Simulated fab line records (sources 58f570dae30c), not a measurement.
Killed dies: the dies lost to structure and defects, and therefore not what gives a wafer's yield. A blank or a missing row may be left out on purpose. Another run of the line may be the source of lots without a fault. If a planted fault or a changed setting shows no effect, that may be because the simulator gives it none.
Which of the tools did it? ; flow berkeley cmos170 ; Sampling: 7 lots, 21 wafers, 2 of 331 route steps

== WHAT THE GAUGES SHOWED, per wafer ==
UCB170_SPACER_THK_MEAS_01.
lot;measured;on;SPACER_TEOS_THK (nm)
L319;day 7 09:59;film metro-02;369 368 381
L322;day 8 02:26;film metro-02;372 366 376
L321;day 8 03:01;film metro-02;377 366 380
L325;day 9 04:07;film metro-01;377 380 390
L333;day 10 10:26;film metro-04;654 658 662 654 658 662
L340;day 11 23:19;film metro-04;369 375 372
L342;day 12 05:43;film metro-01;375 381 377

== EACH LOT AND THE TOOL THAT RAN IT (in order: tool; ch and the chambers of the sampled wafers; start) ==
lot;UCB170_SPACER_CVD_00
L319;pecvd-02 ch 0,1,2, day 7 09:57
L322;pecvd-01 ch 0,1,2, day 8 02:24
L321;pecvd-03 ch 1,2, day 8 02:58
L325;pecvd-02 ch 0,1,2, day 9 04:04
L333;pecvd-03 ch 0,2, day 10 10:23
L340;pecvd-02 ch 0,1,2, day 11 23:15
L342;pecvd-01 ch 0,1,2, day 12 05:41
- UCB170_SPACER_CVD_00: deposits SiO2 from TEOS/O2, target thk 376 nm, time 47 s.

== THE ANSWER, worked out from the rows above alone ==
Rule: what is usual is taken from the lots themselves. Put in order of their means at a reading, lots are off if they are a third of the lots or fewer, leave a main group of 4 or more, and stand apart from it by a gap of 3 or more times the standard deviation of the main group's means; of several such gaps the widest counts. Not used: any main group whose means are identical at the precision the tables above print for the reading. Also off: a lot with no number at a reading for which 4 or more lots have one. The other lots that the step has rows for count as sound.
Off: L333, at UCB170_SPACER_THK_MEAS_01 (SPACER_TEOS_THK). Mean 375 nm and standard deviation 3.9 in the main group.
A tool fits if, at a process step before that reading, it ran every lot that is off, and no sound lot after the first of them. Those tools and the gauges at UCB170_SPACER_THK_MEAS_01 are tried in the same way. One candidate fits, namely pecvd-03 at UCB170_SPACER_CVD_00. Its last sound lot is L321 (day 8 02:58), its first lot that is off L333 (day 10 10:23): a fault that began between those two fits.

== WHAT THE SIMULATOR PUT IN ==
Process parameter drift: pecvd-03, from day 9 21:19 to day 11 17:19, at UCB170_SPACER_CVD_00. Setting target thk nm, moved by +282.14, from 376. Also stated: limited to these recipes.
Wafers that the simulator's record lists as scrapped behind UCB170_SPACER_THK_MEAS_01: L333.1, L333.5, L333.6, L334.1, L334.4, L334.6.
Lots struck among those shown: L333. The rule above reached the same finding.
